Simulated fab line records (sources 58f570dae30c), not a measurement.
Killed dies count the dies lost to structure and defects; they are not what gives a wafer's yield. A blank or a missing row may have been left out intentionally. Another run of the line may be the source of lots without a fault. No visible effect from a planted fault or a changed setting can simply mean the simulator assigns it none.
Which tool did it? :: flow berkeley_cmos170 :: 15 lots with 45 wafers sampled at 3 steps, on a route of 331 steps

WHAT THE GAUGES SHOWED, per wafer
UCB170_PSD_OVL_MEAS_07.
lot: L744
measured: day 7 04:29
on: overlay-02
PSD_OVL (nm): -3 -5 -8

lot: L745
measured: day 7 04:46
on: overlay-02
PSD_OVL (nm): -5 -3 4

lot: L748
measured: day 7 14:03
on: overlay-02
PSD_OVL (nm): -5 -6 0

lot: L746
measured: day 7 14:08
on: overlay-01
PSD_OVL (nm): 1 4 -5

lot: L750
measured: day 7 22:43
on: overlay-01
PSD_OVL (nm): -10 -9 0

lot: L749
measured: day 7 22:43
on: overlay-02
PSD_OVL (nm): 6 -2 0

lot: L751
measured: day 7 22:59
on: overlay-02
PSD_OVL (nm): -5 -2 -4

lot: L752
measured: day 8 16:31
on: overlay-02
PSD_OVL (nm): 0 6 4

lot: L753
measured: day 8 16:46
on: overlay-01
PSD_OVL (nm): -2 1 -2

lot: L755
measured: day 9 11:48
on: overlay-02
PSD_OVL (nm): -6 -4 -9

lot: L760
measured: day 10 19:30
on: overlay-02
PSD_OVL (nm): 8 4 2

lot: L759
measured: day 10 19:51
on: overlay-01
PSD_OVL (nm): 3 -2 -6

lot: L763
measured: day 11 08:07
on: overlay-01
PSD_OVL (nm): -12 -4 -11

lot: L764
measured: day 11 10:26
on: overlay-02
PSD_OVL (nm): -15 -2 -8

lot: L765
measured: day 11 17:14
on: overlay-02
PSD_OVL (nm): -1 -2 4

UCB170_NSD_TW_MEAS_10.
lot: L744
measured: day 7 10:19
on: film_metro-02
NSD_TW: 4224 4191 4188

lot: L745
measured: day 7 10:25
on: film_metro-04
NSD_TW: 4220 4203 4231

lot: L748
measured: day 7 16:38
on: film_metro-04
NSD_TW: 4224 4239 4227

lot: L746
measured: day 7 16:47
on: film_metro-02
NSD_TW: 4180 4199 4177

lot: L750
measured: day 8 01:55
on: film_metro-02
NSD_TW: 4203 4200 4187

lot: L749
measured: day 8 01:49
on: film_metro-04
NSD_TW: 4220 4229 4238

lot: L751
measured: day 8 02:02
on: film_metro-02
NSD_TW: 4184 4198 4207

lot: L752
measured: day 8 18:26
on: film_metro-03
NSD_TW: 4248 4252 4245

lot: L753
measured: day 8 18:41
on: film_metro-02
NSD_TW: 4204 4195 4206

lot: L755
measured: day 9 14:16
on: film_metro-03
NSD_TW: 4236 4249 4216

lot: L760
measured: day 10 21:16
on: film_metro-03
NSD_TW: 4230 4271 4264

lot: L759
measured: day 10 22:04
on: film_metro-03
NSD_TW: 4234 4261 4246

lot: L763
measured: day 11 10:44
on: film_metro-02
NSD_TW: 4164 4184 4177

lot: L764
measured: day 11 13:04
on: film_metro-03
NSD_TW: 4240 4230 4254

lot: L765
measured: day 11 19:36
on: film_metro-02
NSD_TW: 4194 4179 4174

EACH LOT AND THE TOOL THAT RAN IT (in order: tool; ch and the chambers of the sampled wafers; start)
lot: L744
UCB170_NSD_STRIP_09: plasma_asher-03 ch 0,1, day 7 10:12

lot: L745
UCB170_NSD_STRIP_09: plasma_asher-02 ch 0,1, day 7 10:20

lot: L748
UCB170_NSD_STRIP_09: plasma_asher-03 ch 0,1, day 7 16:32

lot: L746
UCB170_NSD_STRIP_09: plasma_asher-03 ch 0,1, day 7 16:41

lot: L750
UCB170_NSD_STRIP_09: plasma_asher-02 ch 0,1, day 8 01:49

lot: L749
UCB170_NSD_STRIP_09: plasma_asher-03 ch 0,1, day 8 01:44

lot: L751
UCB170_NSD_STRIP_09: plasma_asher-03 ch 0,1, day 8 01:56

lot: L752
UCB170_NSD_STRIP_09: plasma_asher-03 ch 0,1, day 8 18:20

lot: L753
UCB170_NSD_STRIP_09: plasma_asher-02 ch 0,1, day 8 18:34

lot: L755
UCB170_NSD_STRIP_09: plasma_asher-04 ch 0,1, day 9 14:10

lot: L760
UCB170_NSD_STRIP_09: plasma_asher-03 ch 0,1, day 10 21:10

lot: L759
UCB170_NSD_STRIP_09: plasma_asher-02 ch 0,1, day 10 21:58

lot: L763
UCB170_NSD_STRIP_09: plasma_asher-04 ch 0,1, day 11 10:38

lot: L764
UCB170_NSD_STRIP_09: plasma_asher-02 ch 0,1, day 11 12:58

lot: L765
UCB170_NSD_STRIP_09: plasma_asher-04 ch 0,1, day 11 19:31
- UCB170_NSD_STRIP_09: strips in O2.

AS READ BY THE TOOLS THEMSELVES (means over the sampled wafers that have a number; for cases with no such wafer, the mark the record gives instead)
UCB170_NSD_STRIP_09.
lot: L744
tool: plasma_asher-03
chamber_pressure_mTorr (mTorr): 3498
drypump_motor_current_A (A): 5.8
oes_product_au (a.u.): 0.538
strip_time_to_endpoint_s (s): 35.90

lot: L745
tool: plasma_asher-02
chamber_pressure_mTorr (mTorr): 3498
drypump_motor_current_A (A): 5.1
oes_product_au (a.u.): 0.535
strip_time_to_endpoint_s (s): 35.82

lot: L748
tool: plasma_asher-03
chamber_pressure_mTorr (mTorr): 3498
drypump_motor_current_A (A): 5.4
oes_product_au (a.u.): 0.533
strip_time_to_endpoint_s (s): 35.89

lot: L746
tool: plasma_asher-03
chamber_pressure_mTorr (mTorr): 3499
drypump_motor_current_A (A): 5.8
oes_product_au (a.u.): 0.532
strip_time_to_endpoint_s (s): 35.83

lot: L750
tool: plasma_asher-02
chamber_pressure_mTorr (mTorr): 3501
drypump_motor_current_A (A): 5.2
oes_product_au (a.u.): 0.530
strip_time_to_endpoint_s (s): 35.88

lot: L749
tool: plasma_asher-03
chamber_pressure_mTorr (mTorr): 3498
drypump_motor_current_A (A): 5.8
oes_product_au (a.u.): 0.530
strip_time_to_endpoint_s (s): 35.89

lot: L751
tool: plasma_asher-03
chamber_pressure_mTorr (mTorr): 3500
drypump_motor_current_A (A): 5.4
oes_product_au (a.u.): 0.534
strip_time_to_endpoint_s (s): 35.97

lot: L752
tool: plasma_asher-03
chamber_pressure_mTorr (mTorr): 3503
drypump_motor_current_A (A): 5.4
oes_product_au (a.u.): 0.533
strip_time_to_endpoint_s (s): 36.02

lot: L753
tool: plasma_asher-02
chamber_pressure_mTorr (mTorr): 3500
drypump_motor_current_A (A): 5.1
oes_product_au (a.u.): 0.531
strip_time_to_endpoint_s (s): 35.95

lot: L755
tool: plasma_asher-04
chamber_pressure_mTorr (mTorr): 3499
drypump_motor_current_A (A): 5.4
oes_product_au (a.u.): 0.539
strip_time_to_endpoint_s (s): 35.90

lot: L760
tool: plasma_asher-03
chamber_pressure_mTorr (mTorr): 3500
drypump_motor_current_A (A): 5.8
oes_product_au (a.u.): 0.534
strip_time_to_endpoint_s (s): 35.96

lot: L759
tool: plasma_asher-02
chamber_pressure_mTorr (mTorr): 3505
drypump_motor_current_A (A): 5.2
oes_product_au (a.u.): 0.532
strip_time_to_endpoint_s (s): 35.83

lot: L763
tool: plasma_asher-04
chamber_pressure_mTorr (mTorr): 3504
drypump_motor_current_A (A): 5.4
oes_product_au (a.u.): 0.533
strip_time_to_endpoint_s (s): 35.88

lot: L764
tool: plasma_asher-02
chamber_pressure_mTorr (mTorr): 3501
drypump_motor_current_A (A): 5.1
oes_product_au (a.u.): 0.533
strip_time_to_endpoint_s (s): 35.75

lot: L765
tool: plasma_asher-04
chamber_pressure_mTorr (mTorr): 3499
drypump_motor_current_A (A): 5.5
oes_product_au (a.u.): 0.534
strip_time_to_endpoint_s (s): 35.82

THE ANSWER, worked out from the rows above alone
Rule: usual is defined by the lots themselves. Put in order of their means at a reading, lots are off if they are a third of the lots or fewer, leave a main group of 4 or more, and stand apart from it by a gap of 3 or more times the standard deviation of the main group's means; of several such gaps the widest counts. The tables above print the reading to a certain number of digits; a main group whose means all agree to those digits is not used. Also off: a lot with no number at a reading for which 4 or more lots have one. Where the step has rows for the other lots, those lots are counted as sound. Order of review: gauges by route order, followed by the tools' own readings, for which a lot's mean as printed above is used. The first step at which some lot is off is used, and at that step the reading that is off furthest; a lot without a number counts as furthest.
Nothing can be told from this: no lot is off at any reading shown.

WHAT HAD BEEN PUT IN BY THE SIMULATOR
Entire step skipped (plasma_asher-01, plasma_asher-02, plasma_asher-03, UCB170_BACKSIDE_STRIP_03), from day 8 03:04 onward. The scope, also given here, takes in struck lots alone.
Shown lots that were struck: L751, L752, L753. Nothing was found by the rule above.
